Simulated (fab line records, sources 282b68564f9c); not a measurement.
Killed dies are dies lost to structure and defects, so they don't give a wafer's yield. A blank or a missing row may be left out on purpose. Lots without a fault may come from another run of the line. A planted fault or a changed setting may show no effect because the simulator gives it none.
Tool commonality check | flow rit_cmos | 14 lots, 48 wafers sampled

WHY IT WAS OPENED
At RIT_WELLDRIVE_RS_MEAS_01 the reading NWELL_RS is flagged on 2 of 14 lots. Wafers without a fault read 275.2 ohm/sq, standard deviation 0.77.
Rule: a lot is flagged when every wafer of it that has a number lies more than 4 standard deviations from that mean, or none has a number. The other lots count as sound.

lot  | measured    | on            | NWELL_RS (ohm/sq), wafer by wafer   | flag
L412 | day 2 05:34 | film_metro-01 | 275.8 276.4 275.7                   |
L413 | day 2 11:58 | film_metro-04 | 276.2 275.6 275.9                   |
L414 | day 2 15:26 | film_metro-04 | 275.3 275.5 274.6                   |
L415 | day 2 19:34 | film_metro-02 | 276.5 275.8 275.7                   |
L416 | day 2 23:56 | film_metro-04 | 275.0 274.2 274.8                   |
L417 | day 3 05:03 | film_metro-02 | 275.6 275.9 274.9                   |
L418 | day 3 10:31 | film_metro-02 | 273.9 274.9 275.0                   |
L419 | day 3 15:30 | film_metro-04 | 275.9 275.0 275.8                   |
L420 | day 3 20:51 | film_metro-02 | 275.1 274.8 275.7                   |
L424 | day 4 15:50 | film_metro-01 | 274.6 274.0 273.7                   |
L427 | day 5 08:23 | film_metro-01 | 270.1 270.7 270.5 270.2 270.5 270.6 | FLAGGED
L429 | day 5 17:24 | film_metro-02 | 269.2 269.2 269.1 268.7 268.9 269.5 | FLAGGED
L432 | day 6 10:41 | film_metro-04 | 274.9 275.2 274.8                   |
L434 | day 6 18:06 | film_metro-01 | 275.3 275.2 275.5                   |
The numbers of the flagged lots are 269.8 ohm/sq on average: -5.4 ohm/sq against the usual, or -7 standard deviations.

WHICH TOOL RAN EACH LOT
The record holds 2 process steps before the reading, out of a route of 202 steps. In each cell: the tool, then ch and the chambers that the sampled wafers went through, then the start.
lot  | flag    | RIT_NWELL_IMPLANT_08           | RIT_PWELL_STRIP_09
L412 |         | implanter-02 ch 0, day 1 21:29 | plasma_asher-04 ch 0,1, day 1 23:17
L413 |         | implanter-03 ch 0, day 2 04:58 | plasma_asher-04 ch 0,1, day 2 06:40
L414 |         | implanter-02 ch 0, day 2 07:55 | plasma_asher-02 ch 0,1, day 2 09:43
L415 |         | implanter-03 ch 0, day 2 12:26 | plasma_asher-03 ch 0,1, day 2 14:15
L416 |         | implanter-03 ch 0, day 2 16:48 | plasma_asher-02 ch 0,1, day 2 18:36
L417 |         | implanter-03 ch 0, day 2 21:41 | plasma_asher-02 ch 0,1, day 2 23:25
L418 |         | implanter-03 ch 0, day 3 03:22 | plasma_asher-02 ch 0,1, day 3 05:10
L419 |         | implanter-02 ch 0, day 3 08:23 | plasma_asher-04 ch 0,1, day 3 10:04
L420 |         | implanter-02 ch 0, day 3 13:49 | plasma_asher-03 ch 0,1, day 3 15:32
L424 |         | implanter-01 ch 0, day 4 08:35 | plasma_asher-04 ch 0,1, day 4 10:28
L427 | FLAGGED | implanter-02 ch 0, day 5 01:14 | plasma_asher-03 ch 0,1, day 5 03:04
L429 | FLAGGED | implanter-02 ch 0, day 5 09:39 | plasma_asher-04 ch 0,1, day 5 11:21
L432 |         | implanter-03 ch 0, day 6 01:19 | plasma_asher-02 ch 0,1, day 6 03:00
L434 |         | implanter-03 ch 0, day 6 10:57 | plasma_asher-03 ch 0,1, day 6 12:47
What these steps do:
- RIT_NWELL_IMPLANT_08
- RIT_PWELL_STRIP_09: strips in O2, time 180 s.
- RIT_WELLDRIVE_RS_MEAS_01: measures by four-point-probe.

FLAGGED OVER TOTAL, TOOL BY TOOL (the gauges that took the reading come last)
step                     | tool            | lots run | flagged | share of the flagged lots | sound lots run after its first flagged lot
RIT_NWELL_IMPLANT_08     | implanter-01    | 1        | 0       | none                      | -
RIT_NWELL_IMPLANT_08     | implanter-02    | 6        | 2       | all                       | 0
RIT_NWELL_IMPLANT_08     | implanter-03    | 7        | 0       | none                      | -
RIT_PWELL_STRIP_09       | plasma_asher-02 | 5        | 0       | none                      | -
RIT_PWELL_STRIP_09       | plasma_asher-03 | 4        | 1       | some                      | 1 (L434)
RIT_PWELL_STRIP_09       | plasma_asher-04 | 5        | 1       | some                      | 0
RIT_WELLDRIVE_RS_MEAS_01 | film_metro-01   | 4        | 1       | some                      | 1 (L434)
RIT_WELLDRIVE_RS_MEAS_01 | film_metro-02   | 5        | 1       | some                      | 0
RIT_WELLDRIVE_RS_MEAS_01 | film_metro-04   | 5        | 0       | none                      | -

WHAT THE TABLE ALLOWS
1 row of the table ran every flagged lot: implanter-02 at RIT_NWELL_IMPLANT_08.
- implanter-02 at RIT_NWELL_IMPLANT_08: 2 of its 6 lots flagged. Its last sound lot is L420 (day 3 13:49), its first flagged lot L427 (day 5 01:14): a fault that began between those two fits. Its own readings lie more than 4 standard deviations out on every wafer of the flagged lots: dose_ions_cm2.
One tool is left: implanter-02 at RIT_NWELL_IMPLANT_08.

WHAT THE SIMULATOR HAD PUT IN
Process parameter drift: implanter-02, from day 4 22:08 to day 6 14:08, at RIT_NWELL_IMPLANT_08. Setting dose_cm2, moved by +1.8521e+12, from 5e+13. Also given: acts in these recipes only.
Lots struck among those shown: L427, L429. The rule above found the same.
